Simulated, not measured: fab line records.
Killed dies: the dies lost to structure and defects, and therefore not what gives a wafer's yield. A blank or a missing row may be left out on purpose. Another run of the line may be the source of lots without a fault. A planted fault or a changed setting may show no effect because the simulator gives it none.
Which tool did it? -- flow berkeleyCmos170 -- Sampling: 7 lots, 21 wafers, 3 of 331 route steps

## WHAT EACH GAUGE READ, for each wafer
UCB170_PFIELD_OVL_MEAS_06.
lot,measured,on,PFIELD_OVL (nm)
L162,day 5 18:56,overlay-02,-8 -3 -7
L176,day 8 07:38,overlay-02,-1 -1 -1
L179,day 8 20:27,overlay-02,1 -9 2
L180,day 8 20:11,overlay-02,-2 -3 -2
L182,day 9 09:29,overlay-02,1 -2 2
L184,day 9 19:56,overlay-02,3 8 2

## TOOL THAT RAN EACH LOT (tool first, then ch and the chambers of the sampled wafers, then the start)
lot,UCB170_NWELL_STRIP_15,UCB170_ACTIVE_STRIP_16
L162,"plasmaAsher-03 ch 0, day 3 02:38","plasmaAsher-02 ch 0,1, day 5 16:31"
L170,"plasmaAsher-03 ch 0,1, day 4 10:55",-
L176,"plasmaAsher-02 ch 0,1, day 5 22:04","plasmaAsher-01 ch 0,1, day 8 05:25"
L179,"plasmaAsher-03 ch 0,1, day 6 05:44","plasmaAsher-02 ch 0,1, day 8 17:52"
L180,"plasmaAsher-02 ch 0,1, day 6 12:42","plasmaAsher-04 ch 0,1, day 8 17:08"
L182,"plasmaAsher-02 ch 0,1, day 7 01:31","plasmaAsher-04 ch 0,1, day 9 06:32"
L184,"plasmaAsher-02 ch 0,1, day 7 12:04","plasmaAsher-01 ch 0,1, day 9 17:58"
- UCB170_NWELL_STRIP_15: strips in O2.
- UCB170_ACTIVE_STRIP_16: strips in O2.

## THE ANSWER, worked out from the rows above alone
Rule: the lots themselves supply what counts as usual. Put in order of their means at a reading, lots are off if they are a third of the lots or fewer, leave a main group of 4 or more, and stand apart from it by a gap of 3 or more times the standard deviation of the main group's means; of several such gaps the widest counts. The tables above print the reading to a certain number of digits; a main group whose means all agree to those digits is not used. A lot without any number at a reading at which 4 lots or more have one is off too. Where the step has rows for the other lots, those lots are counted as sound.
No lot is off at any reading shown: from this, nothing can be told.

## WHAT WAS PUT IN BY THE SIMULATOR
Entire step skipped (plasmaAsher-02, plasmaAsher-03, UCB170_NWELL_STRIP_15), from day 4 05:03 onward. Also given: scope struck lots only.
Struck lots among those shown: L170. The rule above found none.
